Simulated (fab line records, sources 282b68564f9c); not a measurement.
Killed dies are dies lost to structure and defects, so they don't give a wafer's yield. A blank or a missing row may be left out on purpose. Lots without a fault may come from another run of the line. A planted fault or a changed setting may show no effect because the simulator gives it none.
Which tool did it? | flow rit_cmos | 14 lots, 42 wafers sampled, at 4 steps of a route of 202

WHAT THE GAUGES READ, wafer by wafer
RIT_SDANNEAL_RS_MEAS_04: measures by four-point-probe.
lot  | measured    | on            | PSD_RS (ohm/sq)
L533 | day 3 08:26 | film_metro-01 | 116.2 116.3 116.3
L534 | day 3 17:48 | film_metro-01 | 116.2 116.4 115.8
L537 | day 4 11:31 | film_metro-03 | 115.7 115.8 115.9
L539 | day 4 14:28 | film_metro-02 | 116.0 115.6 115.8
L540 | day 5 06:01 | film_metro-02 | 115.9 116.1 116.0
L541 | day 5 08:50 | film_metro-02 | 115.6 115.5 115.8
L543 | day 5 14:36 | film_metro-03 | 115.8 115.9 115.3
L544 | day 5 22:38 | film_metro-02 | 116.0 116.0 116.1
L546 | day 6 10:26 | film_metro-01 | 116.3 116.0 115.9
L547 | day 6 16:55 | film_metro-03 | 165.9 165.7 166.0
L548 | day 6 22:57 | film_metro-03 | 115.8 116.0 116.3
L549 | day 6 23:09 | film_metro-02 | 165.6 166.0 166.0
L550 | day 7 10:59 | film_metro-03 | 116.1 116.2 116.2
L556 | day 8 21:27 | film_metro-02 | 115.7 115.9 115.6

RIT_SDANNEAL_RS_MEAS_05: measures by four-point-probe.
lot  | measured    | on            | NSD_RS (ohm/sq)
L533 | day 3 08:33 | film_metro-01 | 84.58 84.53 84.52
L534 | day 3 17:55 | film_metro-01 | 84.48 84.66 84.53
L537 | day 4 11:38 | film_metro-03 | 84.57 84.29 84.00
L539 | day 4 14:35 | film_metro-02 | 84.64 84.46 84.72
L540 | day 5 06:08 | film_metro-02 | 84.64 84.74 84.99
L541 | day 5 08:57 | film_metro-02 | 84.49 84.88 84.62
L543 | day 5 14:43 | film_metro-03 | 84.94 84.71 84.95
L544 | day 5 22:45 | film_metro-02 | 84.48 84.58 84.21
L546 | day 6 10:34 | film_metro-01 | 84.67 84.66 84.64
L547 | day 6 17:02 | film_metro-03 | 87.19 86.90 86.95
L548 | day 6 23:04 | film_metro-03 | 84.93 84.67 84.74
L549 | day 6 23:16 | film_metro-02 | 87.55 87.41 87.69
L550 | day 7 11:06 | film_metro-03 | 84.60 84.45 84.44
L556 | day 8 21:34 | film_metro-02 | 84.50 84.89 84.59

RIT_SDANNEAL_RS_MEAS_06: measures by four-point-probe.
lot  | measured    | on            | PLDD_RS (ohm/sq)
L533 | day 3 08:40 | film_metro-01 | 179.3 179.7 179.1
L534 | day 3 18:02 | film_metro-01 | 179.0 179.0 178.3
L537 | day 4 11:45 | film_metro-03 | 178.4 178.6 178.4
L539 | day 4 14:43 | film_metro-02 | 178.7 178.8 178.8
L540 | day 5 06:16 | film_metro-02 | 179.4 179.3 179.3
L541 | day 5 09:04 | film_metro-02 | 178.6 178.1 178.4
L543 | day 5 14:50 | film_metro-03 | 178.4 177.8 177.8
L544 | day 5 22:52 | film_metro-02 | 178.6 178.7 178.1
L546 | day 6 10:41 | film_metro-01 | 179.7 179.3 179.5
L547 | day 6 17:09 | film_metro-03 | 246.2 245.5 246.2
L548 | day 6 23:11 | film_metro-03 | 178.0 178.4 178.9
L549 | day 6 23:23 | film_metro-02 | 246.3 246.3 245.7
L550 | day 7 11:13 | film_metro-03 | 179.0 178.7 178.7
L556 | day 8 21:41 | film_metro-02 | 177.9 178.5 178.0

WHICH TOOL RAN EACH LOT (tool, then ch and the chambers of the sampled wafers, then the start)
lot  | RIT_SDANNEAL_RTA_03
L533 | rtp_anneal-02 ch 0, day 3 08:22
L534 | rtp_anneal-02 ch 0, day 3 17:44
L537 | rtp_anneal-02 ch 0, day 4 11:26
L539 | rtp_anneal-02 ch 0, day 4 14:23
L540 | rtp_anneal-01 ch 0, day 5 05:54
L541 | rtp_anneal-02 ch 0, day 5 08:47
L543 | rtp_anneal-02 ch 0, day 5 14:32
L544 | rtp_anneal-01 ch 0, day 5 22:34
L546 | rtp_anneal-01 ch 0, day 6 10:22
L547 | rtp_anneal-02 ch 0, day 6 16:50
L548 | rtp_anneal-01 ch 0, day 6 22:53
L549 | rtp_anneal-02 ch 0, day 6 23:05
L550 | rtp_anneal-01 ch 0, day 7 10:55
L556 | rtp_anneal-01 ch 0, day 8 21:23
- RIT_SDANNEAL_RTA_03: time 5 s.

WHAT THE TOOLS THEMSELVES READ (means of the sampled wafers that have a number; where no wafer has one, the mark that the record gives instead)
RIT_SDANNEAL_RTA_03.
lot  | tool          | wafer_temp_C_max
L533 | rtp_anneal-02 | 1055.8
L534 | rtp_anneal-02 | 1052.9
L537 | rtp_anneal-02 | 1052.7
L539 | rtp_anneal-02 | 1052.4
L540 | rtp_anneal-01 | 1053.5
L541 | rtp_anneal-02 | 1053.5
L543 | rtp_anneal-02 | 1053.4
L544 | rtp_anneal-01 | 1053.7
L546 | rtp_anneal-01 | 1054.5
L547 | rtp_anneal-02 | 988.0
L548 | rtp_anneal-01 | 1052.6
L549 | rtp_anneal-02 | 988.2
L550 | rtp_anneal-01 | 1052.5
L556 | rtp_anneal-01 | 1053.7

THE ANSWER, worked out from the rows above alone
Rule: what is usual is taken from the lots themselves. Put in order of their means at a reading, lots are off if they are a third of the lots or fewer, leave a main group of 4 or more, and stand apart from it by a gap of 3 or more times the standard deviation of the main group's means; of several such gaps the widest counts. A main group whose means are all the same, to the digits that the tables above print for the reading, isn't used. A lot without any number at a reading at which 4 lots or more have one is off too. The other lots that the step has rows for count as sound. The gauges are gone through in route order, then the tools' own readings, and for those a lot's mean is taken as printed above. The first step at which some lot is off is used, and at that step the reading that is off furthest; a lot without a number counts as furthest.
Off: L547, L549, at RIT_SDANNEAL_RS_MEAS_04 (PSD_RS). The main group: mean 115.9 ohm/sq, standard deviation 0.2.
A tool fits if, at a process step before that reading, it ran every lot that is off, and no sound lot after the first of them. The gauges at RIT_SDANNEAL_RS_MEAS_04 aren't tried: what is off there is off at RIT_SDANNEAL_RTA_03 too, on other tools, and a gauge's error can't cause that. One fits: rtp_anneal-02 at RIT_SDANNEAL_RTA_03. Its last sound lot is L543 (day 5 14:32), its first lot that is off L547 (day 6 16:50): a fault that began between those two fits.
The tool's own readings at RIT_SDANNEAL_RTA_03 bear it out: on the lots that are off they differ by more than 5 times the standard deviation of the sound lots' means. wafer_temp_C_max reads 988.1 there against 1053.4 on the sound lots.

WHAT THE SIMULATOR HAD PUT IN
Process parameter drift: rtp_anneal-02, from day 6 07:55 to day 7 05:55, at RIT_SDANNEAL_RTA_03. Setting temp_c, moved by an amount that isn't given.
Lots struck among those shown: L547, L549. The rule above found the same.
